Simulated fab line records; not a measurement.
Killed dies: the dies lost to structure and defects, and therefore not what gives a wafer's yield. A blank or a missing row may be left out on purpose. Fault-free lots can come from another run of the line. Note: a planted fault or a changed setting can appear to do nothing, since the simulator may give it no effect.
Which of the tools did it? | flow berkeley_cmos170 | 14 lots with 42 wafers sampled at 7 steps, on a route of 331 steps

## WHAT THE GAUGES READ, wafer by wafer
UCB170_PLDD_TW_MEAS_11.
lot  | measured     | on            | PLDD_TW
L348 | day 7 22:54  | film_metro-03 | 1012 1015 1015
L347 | day 7 22:37  | film_metro-04 | 1003 1005 1009
L349 | day 7 22:53  | film_metro-02 | 1015 1009 1011
L352 | day 8 18:28  | film_metro-03 | 1016 1016 1010
L354 | day 9 11:24  | film_metro-04 | 1005 1005 999
L357 | day 9 19:53  | film_metro-02 | 1014 1010 1015
L359 | day 10 05:52 | film_metro-02 | 1020 1015 1011
L358 | day 10 05:37 | film_metro-03 | 1017 1019 1022
L363 | day 11 14:14 | film_metro-04 | 998 1003 1005
L364 | day 11 15:00 | film_metro-04 | 999 1006 1003
L365 | day 11 14:52 | film_metro-02 | 1011 1013 1012
L366 | day 11 14:35 | film_metro-03 | 1012 1014 1010
L369 | day 11 18:01 | film_metro-04 | 999 997 1002
L368 | day 11 17:43 | film_metro-03 | 1006 1013 1017

UCB170_NSD_TW_MEAS_10.
lot  | measured     | on            | NSD_TW
L348 | day 8 13:26  | film_metro-02 | 4166 4173 4170
L347 | day 8 13:15  | film_metro-04 | 4120 4175 4155
L349 | day 8 13:29  | film_metro-03 | 4217 4208 4182
L352 | day 9 07:04  | film_metro-02 | 4178 4199 4210
L354 | day 9 23:28  | film_metro-02 | 4230 4183 4181
L357 | day 10 09:06 | film_metro-04 | 4237 4228 4242
L359 | day 10 22:38 | film_metro-02 | 4231 4193 4212
L358 | day 10 22:28 | film_metro-02 | 4277 4311 4299
L363 | day 12 07:34 | film_metro-02 | 4232 4219 4203
L364 | day 12 08:07 | film_metro-04 | 4149 4135 4156
L365 | day 12 07:33 | film_metro-04 | 4153 4139 4167
L366 | day 12 07:42 | film_metro-03 | 4237 4204 4228
L369 | day 12 10:32 | film_metro-02 | 4203 4226 4214
L368 | day 12 07:50 | film_metro-02 | 4193 4206 4172

UCB170_SDANNEAL_RS_MEAS_03: measurement is done with a four-point probe.
lot  | measured     | on            | NSD_RS (ohm/sq)
L348 | day 8 14:51  | film_metro-03 | 37.16 37.37 37.28
L347 | day 8 14:39  | film_metro-02 | 37.27 37.19 37.19
L349 | day 8 15:01  | film_metro-04 | 37.16 37.34 37.29
L352 | day 9 09:43  | film_metro-03 | 37.24 37.23 37.24
L354 | day 10 01:22 | film_metro-03 | 37.35 37.28 37.19
L357 | day 10 10:22 | film_metro-04 | 34.39 34.25 34.39
L359 | day 11 00:47 | film_metro-03 | 37.28 37.38 37.31
L358 | day 11 00:28 | film_metro-04 | 34.30 34.20 34.20
L363 | day 12 09:14 | film_metro-03 | 37.29 37.27 37.30
L364 | day 12 09:59 | film_metro-04 | 37.35 37.34 37.27
L365 | day 12 09:31 | film_metro-02 | 37.21 37.15 37.23
L366 | day 12 08:57 | film_metro-04 | 37.15 37.23 37.24
L369 | day 12 11:56 | film_metro-04 | 37.24 37.24 37.27
L368 | day 12 09:53 | film_metro-03 | 37.38 37.45 37.40

## WHAT TOOL EACH LOT RAN ON (gives the tool, then ch and the chambers of the sampled wafers, and finally the start)
lot  | UCB170_PWELL_ETCH_14              | UCB170_SPACER_ETCHBACK_03          | UCB170_NSD_IMPLANT_08           | UCB170_NSD_STRIP_09
L348 | rie_diel-04 ch 0,2,3, day 3 18:16 | rie_diel-02 ch 0,1,3, day 8 10:12  | implanter-04 ch 0, day 8 13:07  | plasma_asher-03 ch 1, day 8 13:16
L347 | rie_diel-02 ch 1,2,3, day 3 18:55 | rie_diel-03 ch 0,1,3, day 8 10:12  | implanter-03 ch 0, day 8 13:00  | plasma_asher-01 ch 0,1, day 8 13:09
L349 | rie_diel-02 ch 0,1,3, day 4 01:22 | rie_diel-01 ch 1,2,3, day 8 10:12  | implanter-01 ch 0, day 8 13:14  | plasma_asher-04 ch 0,1, day 8 13:23
L352 | rie_diel-02 ch 0,1,3, day 4 13:35 | rie_diel-01 ch 0,1,2, day 9 02:50  | implanter-04 ch 0, day 9 06:49  | plasma_asher-01 ch 0,1, day 9 06:58
L354 | rie_diel-04 ch 1,2,3, day 5 00:47 | rie_diel-03 ch 0,1,2, day 9 17:52  | implanter-04 ch 0, day 9 23:14  | plasma_asher-01 ch 0,1, day 9 23:22
L357 | rie_diel-04 ch 1,2,3, day 5 13:47 | rie_diel-01 ch 0,2, day 10 02:13   | implanter-04 ch 0, day 10 08:51 | plasma_asher-03 ch 0,1, day 10 09:00
L359 | rie_diel-04 ch 1,2, day 5 23:35   | rie_diel-02 ch 0,1,2, day 10 13:13 | implanter-03 ch 0, day 10 22:23 | plasma_asher-04 ch 0, day 10 22:32
L358 | rie_diel-03 ch 1,2, day 5 23:49   | rie_diel-01 ch 1,2,3, day 10 13:13 | implanter-04 ch 0, day 10 22:15 | plasma_asher-04 ch 0,1, day 10 22:22
L363 | rie_diel-02 ch 1,2, day 7 04:10   | rie_diel-02 ch 2,3, day 12 00:19   | implanter-03 ch 0, day 12 07:19 | plasma_asher-03 ch 1, day 12 07:27
L364 | rie_diel-04 ch 1,3, day 7 04:17   | rie_diel-02 ch 0,2,3, day 12 00:23 | implanter-03 ch 0, day 12 07:52 | plasma_asher-01 ch 1, day 12 08:00
L365 | rie_diel-02 ch 0,1,3, day 7 16:14 | rie_diel-01 ch 1,2,3, day 12 00:19 | implanter-01 ch 0, day 12 07:18 | plasma_asher-04 ch 0,1, day 12 07:27
L366 | rie_diel-03 ch 0,1,3, day 7 16:31 | rie_diel-03 ch 1,2, day 12 00:19   | implanter-03 ch 0, day 12 07:27 | plasma_asher-01 ch 0,1, day 12 07:36
L369 | rie_diel-02 ch 1,3, day 8 05:43   | rie_diel-02 ch 1,3, day 12 07:03   | implanter-01 ch 0, day 12 10:18 | plasma_asher-04 ch 0,1, day 12 10:26
L368 | rie_diel-04 ch 0,2,3, day 8 05:50 | rie_diel-03 ch 1,3, day 12 00:23   | implanter-01 ch 0, day 12 07:36 | plasma_asher-03 ch 0,1, day 12 07:43
- UCB170_PWELL_ETCH_14: etches Si3N4 in CH3F/Ar/O2, stops on SiO2, target depth 242 nm, time 151 s.
- UCB170_SPACER_ETCHBACK_03: etches SiO2 in CHF3/CF4/Ar, stops on Si, target depth 376 nm, time 100 s.
- UCB170_NSD_IMPLANT_08
- UCB170_NSD_STRIP_09: strips in O2.

## WHAT THE TOOLS THEMSELVES READ (means of the sampled wafers that have a number; where no wafer has one, the mark that the record gives instead)
UCB170_PWELL_ETCH_14.
lot  | tool        | drypump_motor_current_A (A) | oes_product_au (a.u.) | throttle_valve_pct (%)
L348 | rie_diel-04 | 5.3                         | 0.948                 | 8.00
L347 | rie_diel-02 | 5.5                         | 0.932                 | 7.98
L349 | rie_diel-02 | 5.4                         | 0.938                 | 8.06
L352 | rie_diel-02 | 5.4                         | 0.941                 | 8.06
L354 | rie_diel-04 | 5.2                         | 0.950                 | 8.06
L357 | rie_diel-04 | 5.2                         | 0.943                 | 8.05
L359 | rie_diel-04 | 5.3                         | 0.939                 | 8.09
L358 | rie_diel-03 | 5.2                         | 0.966                 | 8.07
L363 | rie_diel-02 | 5.5                         | 0.940                 | 8.13
L364 | rie_diel-04 | 5.2                         | 0.944                 | 8.08
L365 | rie_diel-02 | 5.4                         | 0.933                 | 8.06
L366 | rie_diel-03 | 5.9                         | 0.944                 | 8.03
L369 | rie_diel-02 | 5.6                         | 0.942                 | 8.10
L368 | rie_diel-04 | 5.3                         | 0.939                 | 8.00

UCB170_SPACER_ETCHBACK_03.
lot  | tool        | drypump_motor_current_A (A) | oes_product_au (a.u.) | throttle_valve_pct (%)
L348 | rie_diel-02 | 5.4                         | 0.893                 | 6.48
L347 | rie_diel-03 | 5.9                         | 0.898                 | 6.45
L349 | rie_diel-01 | 5.6                         | 0.887                 | 6.45
L352 | rie_diel-01 | 5.5                         | 0.896                 | 6.39
L354 | rie_diel-03 | 5.5                         | 0.911                 | 6.52
L357 | rie_diel-01 | 5.2                         | 0.911                 | 6.42
L359 | rie_diel-02 | 5.3                         | 0.906                 | 6.51
L358 | rie_diel-01 | 5.6                         | 0.892                 | 6.46
L363 | rie_diel-02 | 5.5                         | 0.892                 | 6.29
L364 | rie_diel-02 | 5.3                         | 0.887                 | 6.38
L365 | rie_diel-01 | 5.6                         | 0.878                 | 6.45
L366 | rie_diel-03 | 5.2                         | 0.921                 | 6.49
L369 | rie_diel-02 | 5.6                         | 0.903                 | 6.50
L368 | rie_diel-03 | 5.6                         | 0.928                 | 6.42

UCB170_NSD_IMPLANT_08.
lot  | tool         | beam_energy_keV | beam_on_s (s) | dose_ions_cm2 | faraday_current_uA
L348 | implanter-04 | 40.020          | 10.03         | 3.002e+15     | 9238
L347 | implanter-03 | 39.994          | 10.03         | 3.000e+15     | 9235
L349 | implanter-01 | 40.005          | 9.78          | 3.001e+15     | 9449
L352 | implanter-04 | 39.996          | 10.11         | 2.996e+15     | 9143
L354 | implanter-04 | 39.999          | 10.02         | 3.001e+15     | 9229
L357 | implanter-04 | 39.995          | 9.94          | 3.665e+15     | 11332
L359 | implanter-03 | 40.008          | 9.95          | 3.001e+15     | 9313
L358 | implanter-04 | 39.996          | 10.03         | 3.665e+15     | 11221
L363 | implanter-03 | 39.995          | 10.09         | 2.999e+15     | 9181
L364 | implanter-03 | 39.996          | 10.02         | 2.999e+15     | 9239
L365 | implanter-01 | 40.000          | 9.87          | 2.997e+15     | 9399
L366 | implanter-03 | 39.999          | 9.99          | 3.001e+15     | 9267
L369 | implanter-01 | 40.008          | 9.83          | 3.000e+15     | 9380
L368 | implanter-01 | 40.003          | 10.12         | 2.995e+15     | 9157

UCB170_NSD_STRIP_09.
lot  | tool            | drypump_motor_current_A (A) | oes_product_au (a.u.) | strip_time_to_endpoint_s (s)
L348 | plasma_asher-03 | 4.8                         | 0.535                 | 35.80
L347 | plasma_asher-01 | 5.6                         | 0.532                 | 35.89
L349 | plasma_asher-04 | 5.7                         | 0.533                 | 35.77
L352 | plasma_asher-01 | 5.6                         | 0.532                 | 35.78
L354 | plasma_asher-01 | 5.5                         | 0.536                 | 35.88
L357 | plasma_asher-03 | 5.6                         | 0.517                 | 37.75
L359 | plasma_asher-04 | 6.1                         | 0.534                 | 35.80
L358 | plasma_asher-04 | 5.3                         | 0.519                 | 37.89
L363 | plasma_asher-03 | 4.9                         | 0.532                 | 35.93
L364 | plasma_asher-01 | 5.7                         | 0.535                 | 35.75
L365 | plasma_asher-04 | 5.7                         | 0.534                 | 35.94
L366 | plasma_asher-01 | 5.6                         | 0.537                 | 35.84
L369 | plasma_asher-04 | 5.4                         | 0.530                 | 35.79
L368 | plasma_asher-03 | 5.6                         | 0.536                 | 35.79

## THE ANSWER, worked out from the rows above alone
Rule: what is usual is taken from the lots themselves. Put in order of their means at a reading, lots are off if they are a third of the lots or fewer, leave a main group of 4 or more, and stand apart from it by a gap of 3 or more times the standard deviation of the main group's means; of several such gaps the widest counts. A main group whose means are all the same, to the digits that the tables above print for the reading, isn't used. A lot without any number at a reading at which 4 lots or more have one is off too. Any other lot the step has rows for is counted as sound. The gauges are gone through in route order, then the tools' own readings, and for those a lot's mean is taken as printed above. The first step at which some lot is off is used, and at that step the reading that is off furthest; a lot without a number counts as furthest.
Off: L357, L358, at UCB170_SDANNEAL_RS_MEAS_03 (NSD_RS). The main group has a mean of 37.27 ohm/sq with a standard deviation of 0.057.
A tool fits if, at a process step before that reading, it ran every lot that is off, and no sound lot after the first of them. The gauges at UCB170_SDANNEAL_RS_MEAS_03 aren't tried: what is off there is off at UCB170_NSD_IMPLANT_08 too, on other tools, and a gauge's error can't cause that. One candidate fits, namely implanter-04 at UCB170_NSD_IMPLANT_08. A fault onset in the window from L354 (day 9 23:14, its last sound lot) to L357 (day 10 08:51, its first lot off) fits.
The tool's own readings at UCB170_NSD_IMPLANT_08 bear it out: on the lots that are off they differ by more than 5 times the standard deviation of the sound lots' means. dose_ions_cm2 reads 3.665e+15 there against 2.999e+15 on the sound lots; faraday_current_uA reads 11276 there against 9269 on the sound lots.

## WHAT THE SIMULATOR HAD PUT IN
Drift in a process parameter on implanter-04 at UCB170_NSD_IMPLANT_08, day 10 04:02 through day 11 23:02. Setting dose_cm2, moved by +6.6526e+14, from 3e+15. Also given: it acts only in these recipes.
Struck lots among those shown: L357, L358. This agrees with what the rule above found.
